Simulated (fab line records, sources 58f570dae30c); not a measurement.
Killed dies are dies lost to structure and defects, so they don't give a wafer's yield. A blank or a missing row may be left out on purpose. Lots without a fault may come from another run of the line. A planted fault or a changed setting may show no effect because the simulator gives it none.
One fault seen from 2 desks | flow berkeley_cmos170 | each desk has only its own numbers; what lay behind them comes last

THE TOOL OWNER'S DESK: rie_metal-03
The tool's own readings at UCB170_M1_METAL_ETCH_12 (etches Al in Cl2/BCl3, stops on PSG, target depth 780 nm, time 130 s): means of the sampled wafers that have a number, for each lot that ran on this tool. A lot is out of limits, marked OUT, if its mean lies more than 4 standard deviations from the usual mean; the brackets give that distance.
Columns: A = drypump_motor_current_A at UCB170_M1_METAL_ETCH_12, usual 5.7 A; B = he_backside_leak_sccm at UCB170_M1_METAL_ETCH_12, usual 3.28 sccm; C = oes_product_au at UCB170_M1_METAL_ETCH_12, usual 0.852 a.u.; D = run_length_s at UCB170_M1_METAL_ETCH_12, usual 158.2 s; E = throttle_valve_pct at UCB170_M1_METAL_ETCH_12, usual 24.31 %
lot  | first seen here | A   | B    | C     | D                | E
L186 | day 8 19:53     | 5.2 | 3.21 | 0.857 | 158.0            | 24.47
L188 | day 8 20:49     | 5.2 | 3.31 | 0.849 | 158.1            | 24.46
L191 | day 9 05:32     | 5.2 | 3.23 | 0.844 | 158.4            | 24.47
L193 | day 9 14:46     | 5.6 | 3.30 | 0.875 | 155.1 (-4.3) OUT | 24.47
L195 | day 10 02:12    | 5.6 | 3.38 | 0.886 | 155.3            | 24.47
This desk's finding: out of limits on L193; first on L193, day 9 14:46 (run_length_s at UCB170_M1_METAL_ETCH_12). In limits: L186, L188, L191, L195.

THE METROLOGY DESK
What the gauges read, lot by lot, whatever tool the lot ran on: means of the sampled wafers that have a number. A lot is out of limits, marked OUT, if its mean lies more than 4 standard deviations from the usual mean; the brackets give that distance.
Columns: A = NSD_RS at UCB170_SDANNEAL_RS_MEAS_03, usual 37.60 ohm/sq; B = cd_nm at UCB170_M1_CD_MEAS_09, usual 699.9 nm; C = cd_nm at UCB170_V1_CD_MEAS_12, usual 699.9 nm
lot  | first seen here | A     | B     | C
L189 | day 8 10:40     | 37.54 | 700.7 | 699.8
L186 | day 8 11:02     | 37.61 | 699.5 | 699.5
L188 | day 8 11:55     | 37.65 | 702.9 | 701.7
L191 | day 8 20:29     | 37.68 | 698.2 | 700.8
L193 | day 9 04:30     | 37.59 | 700.6 | 699.5
L195 | day 9 18:35     | 37.45 | 700.0 | 700.1
L196 | day 9 19:34     | 37.67 | 699.7 | 698.8
L200 | day 10 05:26    | 37.59 | 698.0 | 699.8
L199 | day 10 05:32    | 37.72 | 699.5 | 701.8
L203 | day 11 11:50    | 37.56 | 700.2 | 699.6
L206 | day 11 12:02    | 37.64 | 698.7 | 698.7
L205 | day 11 12:47    | 37.55 | 699.0 | 700.8
L204 | day 11 12:57    | 37.61 | 700.0 | 699.3
L207 | day 12 04:30    | 37.57 | 698.0 | 698.2
This desk's finding: nothing out of limits on any of the 14 lots.

PUT TOGETHER
The tool owner's desk could have raised an alarm at day 9 14:46, on L193.
The metrology desk saw nothing out of limits.
The metrology desk has L193 on record, within its limits.
Of the lots named, all ran UCB170_M1_METAL_ETCH_12 on rie_metal-03.

WHAT THE SIMULATOR HAD PUT IN
Process parameter drift: rie_metal-03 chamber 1, from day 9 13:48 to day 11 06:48, at UCB170_M1_METAL_ETCH_12. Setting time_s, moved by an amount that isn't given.
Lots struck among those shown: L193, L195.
Hours from the fault's start to each desk's first reading out of limits: the tool owner's desk, 1.
